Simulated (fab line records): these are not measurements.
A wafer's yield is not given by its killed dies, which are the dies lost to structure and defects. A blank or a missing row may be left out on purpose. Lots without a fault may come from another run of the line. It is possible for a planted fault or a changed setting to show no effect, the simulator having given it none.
Which tool is to blame?	flow berkeley_cmos170	Sampling: 7 lots, 21 wafers, 2 of 331 route steps

WHAT THE GAUGES READ, wafer by wafer
UCB170_PFIELD_TW_MEAS_09.
lot	measured	on	PFIELD_TW
L892	day 5 03:56	film_metro-02	601 599 600
L894	day 5 07:38	film_metro-04	608 606 603
L901	day 7 10:18	film_metro-04	760 760 757 752 753 756
L907	day 7 15:51	film_metro-04	605 606 607
L909	day 8 11:22	film_metro-02	599 601 597
L912	day 8 21:27	film_metro-03	602 596 599
L914	day 9 00:31	film_metro-03	601 599 600

EACH LOT AND THE TOOL THAT RAN IT (in order: tool; ch and the chambers of the sampled wafers; start)
lot	UCB170_PFIELD_IMPLANT_07
L892	implanter-04 ch 0, day 5 03:43
L894	implanter-04 ch 0, day 5 07:23
L901	implanter-01 ch 0, day 7 09:38
L907	implanter-04 ch 0, day 7 15:36
L909	implanter-01 ch 0, day 8 11:07
L912	implanter-04 ch 0, day 8 21:12
L914	implanter-01 ch 0, day 9 00:16
- UCB170_PFIELD_IMPLANT_07

THE ANSWER, worked out from the rows above alone
Rule: the lots themselves supply what counts as usual. Put in order of their means at a reading, lots are off if they are a third of the lots or fewer, leave a main group of 4 or more, and stand apart from it by a gap of 3 or more times the standard deviation of the main group's means; of several such gaps the widest counts. If all means in a main group match to the digits the tables above print for the reading, that group is not used. Also off: a lot with no number at a reading for which 4 or more lots have one. Where the step has rows for the other lots, those lots are counted as sound.
Off: at UCB170_PFIELD_TW_MEAS_09 (PFIELD_TW), L901. Main group: mean 602, sd 3.
If a tool, at a process step before that reading, ran all the lots that are off and no sound lot after the first of them, it fits. Gauges at UCB170_PFIELD_TW_MEAS_09: tried the same way as those tools. No candidate that was tried fits.

WHAT THE SIMULATOR PUT IN
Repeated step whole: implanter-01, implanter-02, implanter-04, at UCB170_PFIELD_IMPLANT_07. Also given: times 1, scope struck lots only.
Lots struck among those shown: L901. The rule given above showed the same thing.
